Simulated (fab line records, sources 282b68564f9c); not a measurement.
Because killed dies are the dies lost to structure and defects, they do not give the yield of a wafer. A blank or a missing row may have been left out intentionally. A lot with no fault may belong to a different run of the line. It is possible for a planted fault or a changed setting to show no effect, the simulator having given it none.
A struck lot beside a sound one + flow rit cmos + 16 out of 202 route steps
Sound: wafers L298.2, L298.4, L298.5. Wafers struck: L300.3, L300.4, L300.6. The cause comes at the end.
For every step that has rows: the tool of each side, followed by ch and its chambers, followed by its first start. Under that, the readings that differ: sound wafers + struck wafers + difference of the means + sigmas: that difference in standard deviations of wafers without a fault.
alike: readings with means less than 2 such deviations apart, plus words and numbers identical on both sides. not compared: withheld readings, readings lacking a value on some wafer, bounds such as >300 that could conceal the same value, and numbers that have no deviation in the record and whose values overlap.
Wherever a step has rows on one side only, a row that says differs or no value, or a row with sigmas, the two part there. Numbers that have no deviation but don't overlap get no sigmas and don't part them. A reading that every wafer of one side lacks parts them only if that side has two wafers or more.

first, 1 step without rows for these wafers: RIT_ACTIVE_OXIDATION_01 (target thk 46.8 nm, ox time 3360 s).
RIT_ACTIVE_THK_MEAS_02:
  struck on film metro-03, day 4 00:04; sound on film metro-03, day 3 14:04
  alike: ACTIVE_OXIDE_THK
then, 1 step without rows for these wafers: RIT_ACTIVE_CVD_03 (deposits Si3N4 from SiH2Cl2/NH3, target thk 150 nm, time 1500 s).
RIT_ACTIVE_THK_MEAS_04:
  struck on film metro-04, day 4 01:33; sound on film metro-04, day 3 15:32
| reading                 | sound             | struck            | difference | sigmas |
|-------------------------|-------------------|-------------------|------------|--------|
| ACTIVE_NITRIDE_THK (nm) | 146.7 148.9 147.7 | 151.7 152.3 151.2 | +4.0       | +3     |
then, 6 steps without rows for these wafers: RIT_ACTIVE_HMDS_05 (prime time 60 s); RIT_ACTIVE_COAT_06 (resist thk 1000 nm); RIT_ACTIVE_SOFTBAKE_07 (time 60 s); RIT_ACTIVE_EXPOSE_08 (exposes mask M1, target cd 1400 nm); RIT_ACTIVE_PEB_09; RIT_ACTIVE_DEVELOP_10 (develop time 50 s).
RIT_ACTIVE_CD_MEAS_11: the cd target is 1400 nm.
  struck on cd sem-01, day 4 02:29; sound on cd sem-01, day 3 16:35
| reading    | sound                | struck               | difference | sigmas |
|------------|----------------------|----------------------|------------|--------|
| cd nm (nm) | 1403.2 1405.5 1403.0 | 1398.3 1399.3 1398.7 | -5.1       | -2     |
then, 1 step without rows for these wafers: RIT_ACTIVE_HARDBAKE_12 (time 60 s).
RIT_ACTIVE_ETCH_13: etches Si3N4 in SF6, stops on SiO2, time 210 s, target depth 210 nm.
  sound on rie diel-03 ch 2,3, day 3 16:50; struck on rie diel-03 ch 1,2, day 4 02:43
  no value came back on the struck wafers for any of 6 readings (SF6_flow_sccm (sccm), chamber pressure mTorr (mTorr) and others); on the sound wafers SF6_flow_sccm (sccm) reads 199.8 199.7 200.1
| reading                                     | sound             | struck            | difference | sigmas |
|---------------------------------------------|-------------------|-------------------|------------|--------|
| model.NOVOLAK_of_ACTIVE_COAT_06.thk nm (nm) | 660.4 675.4 662.2 | 884.9 885.7 882.6 | +218.4     |        |
  not compared: rf hours counter h
RIT_ACTIVE_STRIP_14: strips in O2, time 180 s.
  sound on plasma asher-01 ch 0,1, day 3 16:58; struck on plasma asher-03 ch 0,1, day 4 02:54
  alike: drypump motor current A
  not compared: rf hours counter h
RIT_ACTIVE_CD_MEAS_90: the cd target is 1400 nm.
  struck on cd sem-02, day 4 03:04; sound on cd sem-01, day 3 17:10
| reading    | sound                | struck | difference                    | sigmas |
|------------|----------------------|--------|-------------------------------|--------|
| cd nm (nm) | 1403.9 1406.2 1403.1 | - - -  | no value on the struck wafers |        |
then, 1 step without rows for these wafers: RIT_ACTIVE_CLEAN_15 (cleans in SC1, time 600 s).

## WHERE THEY PART
At RIT_ACTIVE_THK_MEAS_04 first; at RIT_ACTIVE_CD_MEAS_90 last (within this record only).

WHY: what the simulator had put in
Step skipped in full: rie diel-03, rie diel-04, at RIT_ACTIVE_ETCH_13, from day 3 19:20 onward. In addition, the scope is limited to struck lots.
